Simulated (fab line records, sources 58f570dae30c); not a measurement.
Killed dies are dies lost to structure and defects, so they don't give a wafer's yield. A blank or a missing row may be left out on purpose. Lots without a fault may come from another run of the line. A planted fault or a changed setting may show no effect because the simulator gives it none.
Problem report in the 8D (eight disciplines) form, filled by code | flow berkeley_cmos170 | the parts of the form that need people (team, actions taken, sign-off) are left out

1. THE PROBLEM
spin_speed_rpm at UCB170_NSD_COAT_01 reads a mean of 1446.7 rpm on 6 wafers of 2 lots; wafers without a fault read 1499.8 rpm with a standard deviation of 1.2. That is -44 standard deviations from the usual mean.
The step: resist thk 900 nm.
First seen on wafer L150.2, day 10 16:51, on litho_track-02. The record holds 42 wafers of 14 lots with a number at this step. Rule for "out", or "out of limits": more than 4 standard deviations from the usual mean. The other wafers with a number count as sound.

2. WHAT IT IS AND WHAT IT IS NOT
question                    | is                     | is not
which readings at this step | spin_speed_rpm         | -
which lots                  | L150, L154             | L131, L132, L133, L134, L135, L138, L140, L141, L143, L144, L147, L152
which wafers of those lots  | all that have a number | -
read on which tools         | litho_track-02         | litho_track-01, litho_track-03
when                        | from day 10 16:51      | up to then (36 sound wafers)

3. SUSPECTS, AND WHAT RULES EACH OUT
Counting: a tool at a process step up to the reading stays a suspect if it ran every lot that is out and no sound lot after the first of them.
- litho_track-02 at UCB170_NSD_COAT_01 (resist thk 900 nm): kept. It ran every lot that is out, first L150 (day 10 16:51), and no sound lot after that; its last sound lot up to then is L152 (day 10 16:22). Its own readings are out on those wafers: spin_speed_rpm.
Left after counting: litho_track-02 at UCB170_NSD_COAT_01.

4. THE CAUSE (what the simulator had put in)
Process parameter drift: litho_track-02, from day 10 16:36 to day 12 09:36, at UCB170_NSD_COAT_01. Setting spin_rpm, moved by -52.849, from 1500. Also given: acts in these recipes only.
Counting left only this tool.

5. THE CHAIN OF EFFECTS, in route order
Each row: a reading whose mean over the struck wafers that have a number lies more than 3 standard deviations from the usual. Only readings for which the record gives a usual standard deviation are gone through. hours: the time from each lot's start at the first step in this table that gives one to its start at this step, as a median over the lots. sigmas: the change in usual standard deviations.
hours | step                | reading                  | usual      | on struck wafers | change | sigmas
0     | UCB170_NSD_COAT_01  | spin_speed_rpm           | 1499.8 rpm | 1446.7           | -53.1  | -44
1     | UCB170_NSD_STRIP_09 | strip_time_to_endpoint_s | 35.84 s    | 36.17            | +0.33  | +4.5
The process steps in it:
- UCB170_NSD_COAT_01: resist thk 900 nm.
- UCB170_NSD_STRIP_09: strips in O2.

6. WHAT WOULD HAVE CAUGHT IT SOONER
In this record the first reading out of limits was taken at day 10 16:51, 0 hours after the fault began at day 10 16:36.
